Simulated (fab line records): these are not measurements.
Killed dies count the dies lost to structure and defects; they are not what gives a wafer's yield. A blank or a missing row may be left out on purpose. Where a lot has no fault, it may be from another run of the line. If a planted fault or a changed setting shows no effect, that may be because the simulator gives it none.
fab line records | flow berkeley-cmos170
record: lots: 14 | wafers: 42 | last-day: 11
route steps=331 shown NWELL@19 ACTIVE@63 PLDD@155 NLDD@161
lots with no fault: from the same line, run without faults
start-h: start of the lot's first displayed wafer, in hours after the record's first day | wait-h: how many hours have passed since the lot's step before this one | " identical to the entry in the row above | L1.1+2: one row covering several wafers at once | - value missing, or start not given | * or withheld: withheld | < > ~ a bound
route shown NAME@n: names a module that has steps shown in the file, with the first one's number in the route | usual: mean and standard deviation over wafers with no fault | same: alike in all rows | chamber/n: place in a boat | sites: each site's reading | _std_site: standard deviation of those values | _edge_site: outer sites' mean less inner sites' | radius-mm: how far each site lies from the wafer's centre | mask NAME#n: copy n | behind: tool/chamber where the wafer was last shaped | hold: why the lot was held/for how many hours/how that ended | device: names the non-switching transistor (n, p or np) | end of line: the tests these same wafers got at the end of their route | step lacking rows: just its recipe | killed: count of dies lost to structure and defects at first sort (not the wafer's yield) | map: the dies of a wafer, with x for killed, . for not killed, _ for no die there
set.NAME: the setting that was run; set.NAME@STEP: the one run at that earlier step | model.NAME: the simulator's own value behind a step, which no gauge read
a sample of lots followed through the steps of the route, with each step as a table and each wafer as a row
services: the hour from which a tool's chamber was out of use, counted from the record's first day as start-h (under 0 if before that day), plus the number of hours and why
== steps ==
step: UCB170_NWELL_THK_MEAS_05
recipe: reads: Si3N4_of_NWELL_CVD_04
usual: NWELL_NITRIDE_THK: 220.7/2.1
lot.wafer | tool          | chamber | start-h | wait-h | NWELL_NITRIDE_THK[nm]
L888.1    | film-metro-03 | -       | 35.29   | 0.0    | 223.2
L888.3    | "             | -       | "       | "      | 220.9
L888.5    | "             | -       | "       | "      | 221.3
L891.2    | film-metro-02 | -       | 43.58   | 0.0    | 223.8
L891.3    | "             | -       | "       | "      | 223.4
L891.4    | "             | -       | "       | "      | 223.5
L890.4    | film-metro-03 | -       | 43.60   | 0.0    | 220.3
L890.5    | "             | -       | "       | "      | 221.3
L890.6    | "             | -       | "       | "      | 219.8
L893.1    | film-metro-02 | -       | 57.04   | 0.0    | 219.6
L893.3    | "             | -       | "       | "      | 222.5
L893.5    | "             | -       | "       | "      | 221.1
L894.3    | film-metro-03 | -       | 60.82   | 0.0    | 221.5
L894.4    | "             | -       | "       | "      | 222.4
L894.5    | "             | -       | "       | "      | 220.0
L895.1    | film-metro-02 | -       | 68.09   | 0.0    | 214.5
L895.3    | "             | -       | "       | "      | 217.0
L895.4    | "             | -       | "       | "      | 216.3
L896.2    | film-metro-03 | -       | 71.22   | 0.0    | 223.2
L896.3    | "             | -       | "       | "      | 221.6
L896.6    | "             | -       | "       | "      | 221.7
L898.2    | film-metro-01 | -       | 85.63   | 0.0    | 219.5
L898.5    | "             | -       | "       | "      | 217.7
L898.6    | "             | -       | "       | "      | 219.5
L900.2    | film-metro-01 | -       | 99.00   | 0.0    | 218.2
L900.4    | "             | -       | "       | "      | 217.5
L900.6    | "             | -       | "       | "      | 217.6
L903.1    | film-metro-03 | -       | 106.03  | 0.0    | 222.2
L903.2    | "             | -       | "       | "      | 221.8
L903.6    | "             | -       | "       | "      | 223.2
L904.3    | film-metro-02 | -       | 106.05  | 0.0    | 218.8
L904.5    | "             | -       | "       | "      | 218.7
L904.6    | "             | -       | "       | "      | 218.1
L906.1    | film-metro-01 | -       | 119.25  | 0.0    | 219.1
L906.4    | "             | -       | "       | "      | 219.6
L906.5    | "             | -       | "       | "      | 217.6
L907.2    | film-metro-02 | -       | 119.26  | 0.0    | 219.6
L907.3    | "             | -       | "       | "      | 219.2
L907.4    | "             | -       | "       | "      | 219.0
L909.4    | film-metro-01 | -       | 137.41  | 0.0    | 220.3
L909.5    | "             | -       | "       | "      | 222.3
L909.6    | "             | -       | "       | "      | 219.9
step: UCB170_ACTIVE_THK_MEAS_03
recipe: reads: SiO2_of_ACTIVE_OXIDATION_02
usual: ACTIVE_OXIDE_THK: 26.1/0.44
lot.wafer | tool          | chamber | start-h | wait-h | ACTIVE_OXIDE_THK[nm]
L888.1    | film-metro-04 | -       | 81.71   | 0.0    | 26.1
L888.3    | "             | -       | "       | "      | 26.2
L888.5    | "             | -       | "       | "      | 26.3
L891.2    | film-metro-01 | -       | 81.78   | 0.1    | 26.4
L891.3    | "             | -       | "       | "      | 26.4
L891.4    | "             | -       | "       | "      | 26.4
L890.4    | film-metro-04 | -       | 81.80   | 0.1    | 26.6
L890.5    | "             | -       | "       | "      | 26.4
L890.6    | "             | -       | "       | "      | 26.7
L893.1    | film-metro-02 | -       | 97.96   | 0.0    | 26.4
L893.3    | "             | -       | "       | "      | 26.1
L893.5    | "             | -       | "       | "      | 26.2
L894.3    | film-metro-04 | -       | 102.33  | 0.0    | 25.8
L894.4    | "             | -       | "       | "      | 26.2
L894.5    | "             | -       | "       | "      | 26.0
L895.1    | film-metro-04 | -       | 111.32  | 0.0    | 26.3
L895.3    | "             | -       | "       | "      | 26.5
L895.4    | "             | -       | "       | "      | 26.5
L896.2    | film-metro-02 | -       | 111.33  | 0.0    | 26.4
L896.3    | "             | -       | "       | "      | 26.0
L896.6    | "             | -       | "       | "      | 26.0
L898.2    | film-metro-02 | -       | 127.68  | 0.0    | 26.3
L898.5    | "             | -       | "       | "      | 26.6
L898.6    | "             | -       | "       | "      | 26.9
L900.2    | film-metro-02 | -       | 139.63  | 0.0    | 26.4
L900.4    | "             | -       | "       | "      | 26.3
L900.6    | "             | -       | "       | "      | 26.4
L903.1    | film-metro-02 | -       | 146.50  | 0.0    | 26.3
L903.2    | "             | -       | "       | "      | 26.2
L903.6    | "             | -       | "       | "      | 26.3
L904.3    | film-metro-04 | -       | 146.51  | 0.0    | 26.0
L904.5    | "             | -       | "       | "      | 25.7
L904.6    | "             | -       | "       | "      | 25.5
L906.1    | film-metro-02 | -       | 152.75  | 0.0    | 25.3
L906.4    | "             | -       | "       | "      | 25.4
L906.5    | "             | -       | "       | "      | 25.2
L907.2    | film-metro-04 | -       | 152.76  | 0.0    | 25.8
L907.3    | "             | -       | "       | "      | 25.4
L907.4    | "             | -       | "       | "      | 25.7
L909.4    | film-metro-01 | -       | 169.73  | 0.0    | 26.1
L909.5    | "             | -       | "       | "      | 26.4
L909.6    | "             | -       | "       | "      | 25.9
step: UCB170_PLDD_STRIP_10
recipe: chemistry: O2 | power-w: 400 | pressure-mtorr: 3500 | platen-temp-c: withheld | o2-flow-sccm: 400 | overash-fraction: 0.5
usual: drypump-motor-current-A: 5.5/0.53 | oes-product-au: 0.734/0.005 | strip-time-to-endpoint-s: 21.66/0.063
lot.wafer | tool            | chamber | start-h | wait-h | drypump-motor-current-A | oes-product-au | rf-hours-counter-h | strip-time-to-endpoint-s
L891.2    | plasma-asher-03 | 1       | 129.02  | 0.1    | 5.7                     | 0.735          | 31                 | 21.74
L891.3    | "               | 1       | "       | "      | 5.7                     | 0.733          | -                  | 21.71
L891.4    | "               | 0       | "       | "      | 4.9                     | 0.735          | -                  | 21.62
L888.1    | plasma-asher-01 | 1       | 133.74  | 0.1    | 6.3                     | 0.735          | 2                  | 21.67
L888.3    | "               | 0       | "       | "      | 5.5                     | 0.745          | -                  | 21.67
L888.5    | "               | 1       | "       | "      | 6.3                     | 0.733          | -                  | 21.73
L890.4    | plasma-asher-03 | 1       | 134.36  | 0.1    | 5.6                     | 0.733          | -                  | 21.60
L890.5    | "               | 1       | "       | "      | 5.7                     | 0.743          | -                  | 21.55
L890.6    | "               | 0       | "       | "      | 4.9                     | 0.740          | -                  | 21.56
L894.3    | plasma-asher-01 | 1       | 157.17  | 0.1    | 6.3                     | 0.733          | -                  | 21.77
L894.4    | "               | 0       | "       | "      | 5.5                     | 0.735          | -                  | 21.73
L894.5    | "               | 0       | "       | "      | 5.5                     | 0.730          | -                  | 21.75
L893.1    | plasma-asher-04 | 1       | 157.41  | 0.1    | 5.9                     | 0.734          | 47                 | 21.72
L893.3    | "               | 1       | "       | "      | 5.9                     | 0.727          | -                  | 21.79
L893.5    | "               | 1       | "       | "      | 5.9                     | 0.732          | -                  | 21.77
L895.1    | plasma-asher-01 | 0       | 160.45  | 0.1    | 5.5                     | 0.737          | 5                  | 21.61
L895.3    | "               | 0       | "       | "      | 5.5                     | 0.725          | -                  | 21.63
L895.4    | "               | 1       | "       | "      | 6.3                     | 0.735          | -                  | 21.62
L896.2    | plasma-asher-03 | 0       | 160.75  | 0.1    | 4.9                     | 0.735          | 35                 | 21.68
L896.3    | "               | 1       | "       | "      | 5.6                     | 0.743          | -                  | 21.66
L896.6    | "               | 0       | "       | "      | 4.9                     | 0.740          | -                  | 21.70
L898.2    | plasma-asher-04 | 1       | 174.56  | 0.1    | 5.9                     | 0.740          | 50                 | 21.70
L898.5    | "               | 0       | "       | "      | 4.8                     | 0.731          | -                  | 21.70
L898.6    | "               | 1       | "       | "      | 5.9                     | 0.737          | -                  | 21.74
L903.1    | plasma-asher-04 | 0       | 199.84  | 0.1    | 4.8                     | 0.740          | 52                 | 21.62
L903.2    | "               | 1       | "       | "      | 5.9                     | 0.734          | 52                 | 21.65
L903.6    | "               | 1       | "       | "      | 5.9                     | 0.734          | -                  | 21.66
L900.2    | plasma-asher-04 | 1       | 200.78  | 0.1    | 5.9                     | 0.735          | 52                 | 21.58
L900.4    | "               | 1       | "       | "      | 5.9                     | 0.739          | -                  | 21.63
L900.6    | "               | 0       | "       | "      | 4.8                     | 0.736          | -                  | 21.67
L904.3    | plasma-asher-03 | 1       | 201.05  | 0.1    | 5.7                     | 0.737          | -                  | 21.63
L904.5    | "               | 0       | "       | "      | 4.9                     | 0.735          | -                  | 21.62
L904.6    | "               | 1       | "       | "      | 5.7                     | 0.733          | -                  | 21.63
L907.2    | plasma-asher-04 | 0       | 207.46  | 0.1    | 4.8                     | 0.736          | 53                 | 21.75
L907.3    | "               | 0       | "       | "      | 4.8                     | 0.730          | -                  | 21.72
L907.4    | "               | 1       | "       | "      | 5.9                     | 0.726          | -                  | 21.71
L906.1    | plasma-asher-01 | 0       | 207.63  | 0.1    | 5.5                     | 0.723          | 10                 | 21.63
L906.4    | "               | 1       | "       | "      | 6.3                     | 0.724          | -                  | 21.67
L906.5    | "               | 0       | "       | "      | 5.5                     | 0.738          | -                  | 21.67
L909.4    | plasma-asher-03 | 1       | 228.15  | 0.1    | 5.7                     | 0.731          | -                  | 21.65
L909.5    | "               | 1       | "       | "      | 5.7                     | 0.743          | -                  | 21.59
L909.6    | "               | 0       | "       | "      | 4.9                     | 0.731          | -                  | 21.66
step: UCB170_NLDD_EXPOSE_03
recipe: mask-id: NSELECT | na: 0.5 | sigma-outer: 0.6 | source-shape: conventional | target-cd-nm: 1200 | dose-mj: 30
lot.wafer  | tool           | chamber | start-h | wait-h | mask
L891.2+3+4 | krf-scanner-01 | 0       | 129.95  | 0.2    | NSELECT#0
L888.1+3+5 | krf-scanner-02 | 0       | 134.52  | 0.1    | NSELECT#0
L890.4+5+6 | krf-scanner-01 | 0       | 135.92  | -      | NSELECT#0
L894.3+4+5 | krf-scanner-01 | 0       | 158.18  | 0.2    | NSELECT#0
L893.1+3+5 | krf-scanner-02 | 0       | 158.40  | 0.2    | NSELECT#0
L895.1+3+4 | krf-scanner-01 | 0       | 161.36  | 0.2    | NSELECT#0
L896.2+3+6 | krf-scanner-02 | 0       | 161.83  | 0.2    | NSELECT#0
L898.2+5+6 | krf-scanner-02 | 0       | 175.49  | 0.2    | NSELECT#0
L903.1+2+6 | krf-scanner-02 | 0       | 200.64  | 0.1    | NSELECT#0
L900.2+4+6 | krf-scanner-02 | 0       | 201.72  | 0.2    | NSELECT#0
L904.3+5+6 | krf-scanner-02 | 0       | 202.07  | 0.1    | NSELECT#0
L907.2+3+4 | krf-scanner-01 | 0       | 208.40  | 0.2    | NSELECT#0
L906.1+4+5 | krf-scanner-01 | 0       | 208.50  | 0.2    | NSELECT#0
L909.4+5+6 | krf-scanner-01 | 0       | 228.96  | 0.1    | NSELECT#0
step: UCB170_NLDD_CD_MEAS_06
recipe: target-cd-nm: 1200
usual: cd-nm: 1200.0/1.5
lot.wafer | tool      | chamber | start-h | wait-h | cd-nm
L891.2    | cd-sem-02 | -       | 130.64  | -      | 1200.2
L891.3    | "         | -       | "       | "      | 1199.8
L891.4    | "         | -       | "       | "      | 1199.2
L888.1    | cd-sem-02 | -       | 135.13  | -      | 1198.4
L888.3    | "         | -       | "       | "      | 1199.0
L888.5    | "         | -       | "       | "      | 1198.8
L890.4    | cd-sem-01 | -       | 137.26  | -      | 1198.3
L890.5    | "         | -       | "       | "      | 1198.1
L890.6    | "         | -       | "       | "      | 1198.8
L894.3    | cd-sem-01 | -       | 158.60  | -      | 1201.6
L894.4    | "         | -       | "       | "      | 1200.2
L894.5    | "         | -       | "       | "      | 1200.5
L893.1    | cd-sem-01 | -       | 158.84  | -      | 1197.6
L893.3    | "         | -       | "       | "      | 1197.9
L893.5    | "         | -       | "       | "      | 1199.0
L895.1    | cd-sem-01 | -       | 162.23  | -      | 1200.0
L895.3    | "         | -       | "       | "      | 1199.3
L895.4    | "         | -       | "       | "      | 1200.1
L896.2    | cd-sem-01 | -       | 162.53  | -      | 1197.4
L896.3    | "         | -       | "       | "      | 1198.3
L896.6    | "         | -       | "       | "      | 1198.1
L898.2    | cd-sem-02 | -       | 175.89  | -      | 1199.5
L898.5    | "         | -       | "       | "      | 1198.1
L898.6    | "         | -       | "       | "      | 1200.2
L903.1    | cd-sem-01 | -       | 201.03  | -      | 1199.1
L903.2    | "         | -       | "       | "      | 1198.0
L903.6    | "         | -       | "       | "      | 1200.1
L900.2    | cd-sem-01 | -       | 202.18  | -      | 1212.4
L900.4    | "         | -       | "       | "      | 1215.2
L900.6    | "         | -       | "       | "      | 1214.0
L904.3    | cd-sem-02 | -       | 202.48  | -      | 1204.3
L904.5    | "         | -       | "       | "      | 1206.5
L904.6    | "         | -       | "       | "      | 1206.2
L907.2    | cd-sem-01 | -       | 208.80  | -      | 1198.1
L907.3    | "         | -       | "       | "      | 1197.3
L907.4    | "         | -       | "       | "      | 1196.1
L906.1    | cd-sem-02 | -       | 209.09  | -      | 1202.0
L906.4    | "         | -       | "       | "      | 1201.9
L906.5    | "         | -       | "       | "      | 1202.3
L909.4    | cd-sem-01 | -       | 229.56  | -      | 1198.8
L909.5    | "         | -       | "       | "      | 1200.2
L909.6    | "         | -       | "       | "      | 1199.5
== services ==
tool            | chamber | start-h | hours | kind
plasma-asher-01 | -       | 108.75  | 9.0   | pm
plasma-asher-01 | 0       | 108.75  | 9.0   | vent-cycle
plasma-asher-01 | 1       | 108.75  | 9.0   | vent-cycle
plasma-asher-03 | -       | 109.95  | 6.8   | repair
krf-scanner-02  | -       | 110.59  | 0.3   | repair
krf-scanner-01  | -       | 114.10  | 0.8   | pm
krf-scanner-02  | -       | 115.66  | 1.1   | repair
plasma-asher-01 | 0       | 117.75  | -     | clean
plasma-asher-01 | 1       | 117.75  | -     | clean
krf-scanner-01  | 0       | 118.46  | -     | calibration
krf-scanner-01  | -       | 124.83  | 1.3   | pm
krf-scanner-02  | -       | 156.34  | 1.3   | pm
krf-scanner-02  | -       | 208.04  | 4.0   | pm
krf-scanner-02  | 0       | 210.17  | -     | calibration
== key ==
first-sign: step: UCB170_NLDD_CD_MEAS_06 | reading: cd-nm | direction: up | sigmas: 6.4 | usual: 1200.0 | struck: 1209.8
effect none on later readings
met-at UCB170_NLDD_EXPOSE_03
struck-lots L900,L904
tester-left-out L900,L904
not-acting-at UCB170_NWELL_THK_MEAS_05,UCB170_ACTIVE_THK_MEAS_03,UCB170_PLDD_STRIP_10
onset-between 200.64 201.72
fault: kind: process-parameter-drift | tool: krf-scanner-02 | chamber: - | onset-h: 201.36 | steps: UCB170_NLDD_EXPOSE_03 | channel: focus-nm | offset: 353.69 | spread-by-wafer: 0.3 | shape: step | end-h: 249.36
tester-left-out: of these lots the tester's yield and bins aren't shown, on N5 and GAA mostly nor the transistor test; their killed dies are dies lost to structure and defects alone, not to doping, threshold or leakage, so they don't give the yield
